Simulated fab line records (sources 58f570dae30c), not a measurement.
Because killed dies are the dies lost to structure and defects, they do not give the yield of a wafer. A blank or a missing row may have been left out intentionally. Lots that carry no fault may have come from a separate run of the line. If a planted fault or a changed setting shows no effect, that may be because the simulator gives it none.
Struck lot and sound lot, side by side -- flow berkeley-cmos170 -- 19 out of 331 route steps
Sound: these wafers, L679.2, L679.4, L679.6. Wafers L666.4, L666.5, L666.6 were the ones struck. The cause comes at the end.
Per side, at each step with rows, come the tool, then ch with its chambers, and then its first start. Under that, the readings that differ: sound wafers -- struck wafers -- difference of the means -- sigmas: that difference in standard deviations of wafers without a fault.
alike: same words and numbers on both sides, and readings whose means sit less than 2 such deviations apart. not compared: any withheld reading, any reading some wafer has no value for, any bound like >300 that may hide the same value, and any number with overlapping values for which the record gives no deviation.
The two part at a step that has a row with sigmas, a row that says differs or no value, or rows on one side only. Numbers that have no deviation but don't overlap get no sigmas and don't part them. A reading missing from all wafers of one side parts the sides only when that side holds two or more wafers.

UCB170_M2_STRIP_19: strips in O2.
  sound on plasma-asher-01 ch 0,1, day 10 11:08; struck on plasma-asher-04 ch 0,1, day 8 03:09
  alike: chamber-pressure-mTorr, drypump-motor-current-A, oes-product-au
  not compared: rf-hours-counter-h
UCB170_M2_CD_MEAS_90: the cd target is 700 nm.
  sound on cd-sem-02 at day 10 11:16; struck on cd-sem-02 at day 8 03:16
reading,sound,struck,difference,sigmas
cd-nm (nm),697.1 699.2 698.9,706.4 704.8 701.9,+6.0,+2
UCB170_V2_CVD_00: deposits SiO2 from TEOS/O2, target thk 2000 nm, time 250 s.
  sound on pecvd-03 ch 0,1, day 10 11:22; struck on pecvd-01 ch 0,1,2, day 8 03:25
  alike: heater-power-w
UCB170_V2_THK_MEAS_01:
  sound on film-metro-01 at day 10 11:37; struck on film-metro-04 at day 8 03:31
reading,sound,struck,difference,sigmas
V2_TEOS_THK (nm),1987 1971 1995,2024 2022 2040,+44,+2
UCB170_V2_CMP_02: polishes SiO2.
  sound on cmp-01 ch 2,3, day 10 12:07; struck on cmp-02 ch 0,2,3, day 8 03:39
  alike: motor-current-A
UCB170_V2_BOW_MEAS_03:
  sound on film-metro-02 at day 10 12:26; struck on film-metro-01 at day 8 03:55
  alike: V2_BOW
UCB170_V2_THK_MEAS_04:
  sound on film-metro-02 at day 10 12:33; struck on film-metro-01 at day 8 04:00
  alike: V2_POLISHED_THK
then, 5 steps without rows for these wafers: UCB170_V2_CLEAN_05 (cleans in DIW); UCB170_V2_HMDS_06 (prime time 60 s); UCB170_V2_COAT_07 (resist thk 900 nm); UCB170_V2_SOFTBAKE_08 (time 60 s); UCB170_V2_EXPOSE_09 (exposes mask VIA2, target cd 700 nm).
UCB170_V2_PEB_10:
  sound on litho-track-02 ch 0, day 10 13:37; struck on litho-track-01 ch 0, day 8 05:42
reading,sound,struck,difference,sigmas
heater-power-total-W (W),56.80 56.76 56.84,68.34 68.46 68.33,+11.58,+99 or more
then, 1 step without rows for these wafers: UCB170_V2_DEVELOP_11 (develop time 45 s).
UCB170_V2_CD_MEAS_12: the cd target is 700 nm.
  sound on cd-sem-01 at day 10 13:56; struck on cd-sem-02 at day 8 05:58
reading,sound,struck,difference,sigmas
cd-nm (nm),702.5 702.8 700.8,650.5 650.4 651.5,-51.2,-37
UCB170_V2_OVL_MEAS_13:
  sound on overlay-02 at day 10 14:02; struck on overlay-01 at day 8 06:02
  alike: V2_OVL
UCB170_V2_ETCH_14: etches SiO2 in CHF3/CF4/Ar, stops on Al, target depth 1250 nm, time 291 s.
  sound on rie-diel-02 ch 2,3, day 10 14:04; struck on rie-diel-01 ch 0,2,3, day 8 06:09
reading,sound,struck,difference,sigmas
model.V2.cd-nm (nm),703.2 702.9 700.8,651.2 650 651.4,-51.4,
  alike: chamber-pressure-mTorr, drypump-motor-current-A, oes-product-au, throttle-valve-pct
  not compared: rf-hours-counter-h
UCB170_V2_STRIP_15: strips in O2.
  sound on plasma-asher-04 ch 1, day 10 14:14; struck on plasma-asher-04 ch 0,1, day 8 06:16
  alike: chamber-pressure-mTorr, drypump-motor-current-A, oes-product-au, strip-time-to-endpoint-s
  not compared: rf-hours-counter-h
UCB170_M3_PROBE_99:
  sound wafers here have rows in the record (prober-01, day 10 18:43); struck ones have none

## WHERE THEY PART
Last at UCB170_M3_PROBE_99 as far as this record goes, first at UCB170_M2_CD_MEAS_90.

WHY: the cause the simulator had injected
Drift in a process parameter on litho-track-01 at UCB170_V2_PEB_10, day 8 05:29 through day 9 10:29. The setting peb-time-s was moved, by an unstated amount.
